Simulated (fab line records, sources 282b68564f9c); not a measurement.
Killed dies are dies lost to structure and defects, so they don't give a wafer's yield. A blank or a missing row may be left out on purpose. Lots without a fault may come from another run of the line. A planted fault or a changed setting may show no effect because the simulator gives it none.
Which tool did it? | flow rit_cmos | 14 lots, 42 wafers sampled, at 1 step of a route of 202

WHAT THE GAUGES READ, wafer by wafer
The record holds no reading of a measuring or inspecting step that can be judged against a usual standard deviation.

WHICH TOOL RAN EACH LOT (tool, then ch and the chambers of the sampled wafers, then the start)
lot  | RIT_NRETRO_EXPOSE_03
L894 | iline_stepper-01 ch 0, day 2 13:57
L895 | iline_stepper-02 ch 0, day 2 15:55
L896 | iline_stepper-02 ch 0, day 2 22:23
L899 | iline_stepper-01, day 3 13:07
L900 | iline_stepper-01, day 3 18:05
L906 | iline_stepper-02 ch 0, day 5 01:27
L907 | iline_stepper-02 ch 0, day 5 06:03
L908 | iline_stepper-02 ch 0, day 5 11:09
L909 | iline_stepper-01 ch 0, day 5 15:28
L910 | iline_stepper-01 ch 0, day 5 22:58
L911 | iline_stepper-02 ch 0, day 6 03:29
L912 | iline_stepper-01 ch 0, day 6 06:20
L914 | iline_stepper-01 ch 0, day 6 18:58
L916 | iline_stepper-02 ch 0, day 7 02:02
- RIT_NRETRO_EXPOSE_03: exposes mask M4, target cd 43900 nm.

WHAT THE TOOLS THEMSELVES READ (means of the sampled wafers that have a number; where no wafer has one, the mark that the record gives instead)
RIT_NRETRO_EXPOSE_03. Usual: exposure_dose_mJ_cm2 250.00, standard deviation 0.24; focus_offset_nm 0.0 nm, standard deviation 0.52.
lot  | tool             | exposure_dose_mJ_cm2 | focus_offset_nm (nm) | flag
L894 | iline_stepper-01 | 249.81               | -0.5                 |
L895 | iline_stepper-02 | 250.09               | 0.0                  |
L896 | iline_stepper-02 | 250.04               | 0.3                  |
L899 | iline_stepper-01 | -                    | -                    | OFF
L900 | iline_stepper-01 | -                    | -                    | OFF
L906 | iline_stepper-02 | 249.91               | 0.4                  |
L907 | iline_stepper-02 | 249.93               | 0.6                  |
L908 | iline_stepper-02 | 250.18               | 0.1                  |
L909 | iline_stepper-01 | 250.05               | -0.7                 |
L910 | iline_stepper-01 | 250.12               | -0.2                 |
L911 | iline_stepper-02 | 250.15               | 0.4                  |
L912 | iline_stepper-01 | 250.02               | 0.3                  |
L914 | iline_stepper-01 | 249.66               | -0.3                 |
L916 | iline_stepper-02 | 249.82               | 0.5                  |

THE ANSWER, worked out from the rows above alone
Rule: a lot is off if the mean of its wafers that have a number lies more than 3 standard deviations from the usual mean. A lot without any number at a reading at which 4 lots or more have one is off too. The other lots that the step has rows for count as sound. The gauges are gone through in route order, then the tools' own readings, and for those a lot's mean is taken as printed above. The first step at which some lot is off is used, and at that step the reading that is off furthest; a lot without a number counts as furthest.
Off: L899, L900, at RIT_NRETRO_EXPOSE_03 (exposure_dose_mJ_cm2). Without a number there: L899, L900.
A tool fits if, at that step or a process step before it, it ran every lot that is off, and no sound lot after the first of them. None of those tried fits.

WHAT THE SIMULATOR HAD PUT IN
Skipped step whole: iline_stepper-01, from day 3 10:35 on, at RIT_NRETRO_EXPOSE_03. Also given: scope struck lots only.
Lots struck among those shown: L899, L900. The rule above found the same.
